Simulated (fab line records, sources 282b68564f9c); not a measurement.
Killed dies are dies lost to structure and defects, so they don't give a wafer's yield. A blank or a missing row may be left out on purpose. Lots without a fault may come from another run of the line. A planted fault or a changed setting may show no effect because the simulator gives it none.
Problem report in the 8D (eight disciplines) form, filled by code | flow rit_cmos | the parts of the form that need people (team, actions taken, sign-off) are left out

1. THE PROBLEM
run_length_s at RIT_M1_METAL_ETCH_12 reads a mean of 239.3 s on 2 wafers of 1 lot; wafers without a fault read 193.0 s with a standard deviation of 0.59. That is +78 standard deviations from the usual mean.
The step: etches Al in Cl2/BCl3, stops on SiO2, time 165 s, target depth 600 nm.
First seen on wafer L533.2, day 5 10:55, on rie_metal-03. The record holds 15 wafers of 5 lots with a number at this step. Rule for "out", or "out of limits": more than 4 standard deviations from the usual mean. The other wafers with a number count as sound.

2. WHAT IT IS AND WHAT IT IS NOT
question                    | is               | is not
which readings at this step | run_length_s     | drypump_motor_current_A, rf_fwd_power_W, throttle_valve_pct
which lots                  | L533             | L525, L527, L532, L539
which wafers of those lots  | L533.2, L533.4   | L533.5
read on which tools         | rie_metal-03     | rie_metal-01, rie_metal-02
when                        | from day 5 10:55 | up to then (10 sound wafers); but 3 sound wafers of L539 came after

3. SUSPECTS, AND WHAT RULES EACH OUT
Counting: a tool at a process step up to the reading stays a suspect if it ran every lot that is out. Sound lots after the first of them don't rule it out here, since some wafers of a struck lot are sound.
- pvd_sputter-02 at RIT_M1_SPUTTER_00 (material Al, target thk 400 nm, time 500 s): kept. It ran the lot that is out, L533 (day 5 09:09); its last sound lot up to then is L525 (day 3 20:04).
- rie_metal-03 at RIT_M1_METAL_ETCH_12 (etches Al in Cl2/BCl3, stops on SiO2, time 165 s, target depth 600 nm): kept. It ran the lot that is out, L533 (day 5 10:55); its last sound lot up to then is L525 (day 3 22:17). Its own readings are out on those wafers: run_length_s.
- Within rie_metal-03 at RIT_M1_METAL_ETCH_12: the wafers that are out ran in chamber 1; their sound lot-mates ran in chamber 0.
Left after counting: pvd_sputter-02 at RIT_M1_SPUTTER_00, rie_metal-03 at RIT_M1_METAL_ETCH_12.

4. THE CAUSE (what the simulator had put in)
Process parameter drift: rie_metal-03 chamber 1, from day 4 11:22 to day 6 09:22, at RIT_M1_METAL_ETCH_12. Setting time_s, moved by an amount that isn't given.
Counting left 2 suspects, and this tool is among them.

5. THE CHAIN OF EFFECTS, in route order
Each row: a reading whose mean over the struck wafers that have a number lies more than 3 standard deviations from the usual. Only readings for which the record gives a usual standard deviation are gone through. hours: the time from each lot's start at the first step in this table that gives one to its start at this step, as a median over the lots. sigmas: the change in usual standard deviations.
hours | step                 | reading        | usual      | on struck wafers | change | sigmas
0     | RIT_M1_METAL_ETCH_12 | oes_product_au | 0.781 a.u. | 0.703            | -0.078 | -3.9
0     | RIT_M1_METAL_ETCH_12 | run_length_s   | 193.0 s    | 239.3            | +46.3  | +78
1     | RIT_M1_CD_MEAS_90    | cd_nm          | 2600.4 nm  | 2592.4           | -8.0   | -3.2
The process steps in it:
- RIT_M1_METAL_ETCH_12: etches Al in Cl2/BCl3, stops on SiO2, time 165 s, target depth 600 nm.

6. WHAT WOULD HAVE CAUGHT IT SOONER
In this record the first reading out of limits was taken at day 5 10:55, 24 hours after the fault began at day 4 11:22.
